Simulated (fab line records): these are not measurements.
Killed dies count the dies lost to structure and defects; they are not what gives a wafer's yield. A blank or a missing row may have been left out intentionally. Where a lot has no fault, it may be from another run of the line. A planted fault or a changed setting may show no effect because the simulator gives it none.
Chamber matching / flow berkeley cmos170 / UCB170_M2_ETCH_17 on rie diel-02: 4 sister chambers
The step etches BARC in N2/H2. 7 wafers are shown with their chamber, then 8 later ones without.

EACH WAFER AND ITS CHAMBER
wafer=L506.6; chamber=0; drypump motor current A (A)=6.0; throttle valve pct (%)=13.14
wafer=L509.4; chamber=1; drypump motor current A (A)=6.3; throttle valve pct (%)=13.21
wafer=L509.6; chamber=0; drypump motor current A (A)=6.0; throttle valve pct (%)=13.13
wafer=L516.2; chamber=3; drypump motor current A (A)=6.0; throttle valve pct (%)=13.01
wafer=L516.4; chamber=2; drypump motor current A (A)=5.6; throttle valve pct (%)=13.23
wafer=L516.6; chamber=3; drypump motor current A (A)=6.0; throttle valve pct (%)=13.02
wafer=L517.1; chamber=2; drypump motor current A (A)=5.7; throttle valve pct (%)=13.21

WAFERS MISSING THEIR CHAMBER
wafer=L517.2; drypump motor current A (A)=6.0; throttle valve pct (%)=13.01
wafer=L517.6; drypump motor current A (A)=5.9; throttle valve pct (%)=13.02
wafer=L519.1; drypump motor current A (A)=6.0; throttle valve pct (%)=13.12
wafer=L519.3; drypump motor current A (A)=5.6; throttle valve pct (%)=13.23
wafer=L519.5; drypump motor current A (A)=6.0; throttle valve pct (%)=13.02
wafer=L521.2; drypump motor current A (A)=6.3; throttle valve pct (%)=13.24
wafer=L521.4; drypump motor current A (A)=6.0; throttle valve pct (%)=13.12
wafer=L521.6; drypump motor current A (A)=6.0; throttle valve pct (%)=13.02

WHICH CHAMBER EACH WENT THROUGH
wafer=L517.2; from the rows above=3; in truth=3
wafer=L517.6; from the rows above=3; in truth=3
wafer=L519.1; from the rows above=0; in truth=0
wafer=L519.3; from the rows above=2; in truth=2
wafer=L519.5; from the rows above=3; in truth=3
wafer=L521.2; from the rows above=1; in truth=1
wafer=L521.4; from the rows above=0; in truth=0
wafer=L521.6; from the rows above=3; in truth=3
Correct placement for 8 of the 8. Can't be placed from these rows: 0. Placed wrongly: 0.
How it was worked out, from the rows above alone: a wafer's distance from a chamber is the root of the sum, over the readings, of the square of ((its reading less the chamber's mean) divided by the reading's scatter). The wafer belongs to the nearest chamber; if the next one is less than 2 further off, it can't be placed. For every chamber, the mean is computed from those of its wafers that are shown. The scatter is the square root of a quotient: the sum, over the shown wafers, of each reading's squared deviation from its chamber's mean, divided by wafers minus chambers.
